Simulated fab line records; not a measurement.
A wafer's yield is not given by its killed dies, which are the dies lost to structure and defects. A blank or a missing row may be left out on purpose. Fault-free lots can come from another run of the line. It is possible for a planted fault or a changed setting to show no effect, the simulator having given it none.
A single fault, viewed from 2 desks ; flow berkeley cmos170 ; numbers are kept per desk, each desk with only its own; the story behind them comes last

TOOL OWNER'S DESK, rie metal-04
The tool's own readings at UCB170_M1_METAL_ETCH_12 (etches Al in Cl2/BCl3, stops on PSG, target depth 780 nm, time 130 s): means of the sampled wafers that have a number, for each lot that ran on this tool. Any lot whose mean is over 4 standard deviations away from the usual mean is out of limits and marked OUT; that distance is given in the brackets.
Columns: A = drypump motor current A at UCB170_M1_METAL_ETCH_12, usual 5.8 A; B = oes product au at UCB170_M1_METAL_ETCH_12, usual 0.853 a.u.; C = rf fwd power W at UCB170_M1_METAL_ETCH_12, usual 597.2 W; D = throttle valve pct at UCB170_M1_METAL_ETCH_12, usual 24.50 %
lot;first seen here;A;B;C;D
L833;day 9 03:50;5.9;0.848;599.0;24.70
L835;day 9 04:59;5.9;0.850;596.1;24.71
L837;day 9 18:08;6.3;0.846;835.3 (+99 or more) OUT;24.70
L841;day 10 23:15;5.8;0.856;839.4 (+99 or more) OUT;24.69
This desk's verdict: out of limits on L837, L841, starting with L837 at day 9 18:08 (rf fwd power W at UCB170_M1_METAL_ETCH_12). L833, L835: within limits.

THE METROLOGY DESK
What the gauges read, lot by lot, whatever tool the lot ran on: means of the sampled wafers that have a number. Any lot whose mean is over 4 standard deviations away from the usual mean is out of limits and marked OUT; that distance is given in the brackets.
Columns: A = cd nm at UCB170_M1_CD_MEAS_90, usual 699.7 nm; B = cd nm at UCB170_M2_CD_MEAS_90, usual 699.9 nm; C = cd nm at UCB170_M3_CD_MEAS_15, usual 700.4 nm; D = M3_BOW at UCB170_M3_BOW_MEAS_20, usual 36 um
lot;first seen here;A;B;C;D
L831;day 8 06:31;700.9;706.2;699.8;44
L830;day 8 07:02;699.1;702.4;700.5;33
L833;day 9 04:04;698.3;703.4;700.5;39
L834;day 9 04:56;700.8;696.1;701.4;38
L835;day 9 05:13;698.0;695.9;701.0;35
L837;day 9 18:23;685.7 (-7.4) OUT;700.2;700.4;30
L836;day 9 19:15;700.5;702.2;700.1;31
L839;day 10 01:43;699.6;700.0;701.2;35
L841;day 10 23:29;689.1 (-5.6) OUT;703.2;699.5;39
L848;day 12 10:31;700.5;698.8;699.0;39
L846;day 12 10:44;702.4;698.9;701.9;32
L851;day 12 17:54;696.9;699.8;701.4;37
L850;day 12 17:59;696.3;697.9;700.4;33
L852;day 13 00:40;699.0;697.4;698.5;24
This desk's verdict: out of limits on L837, L841, starting with L837 at day 9 18:23 (cd nm at UCB170_M1_CD_MEAS_90). L831, L830, L833, L834, L835, L836, L839, L848, L846, L851, L850, L852: within limits.

TAKEN TOGETHER
The tool owner's desk could have raised an alarm at day 9 18:08, on L837, L841.
The metrology desk could have raised an alarm at day 9 18:23, on L837, L841.
The lots listed all ran UCB170_M1_METAL_ETCH_12 on rie metal-04.

WHAT THE SIMULATOR HAD PUT IN
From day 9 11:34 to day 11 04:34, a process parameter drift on rie metal-04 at UCB170_M1_METAL_ETCH_12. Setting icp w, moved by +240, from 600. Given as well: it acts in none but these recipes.
Shown lots that were struck: L837, L841.
Time in hours from fault onset to the first out-of-limits reading at each desk: tool owner's desk 7, metrology desk 7.
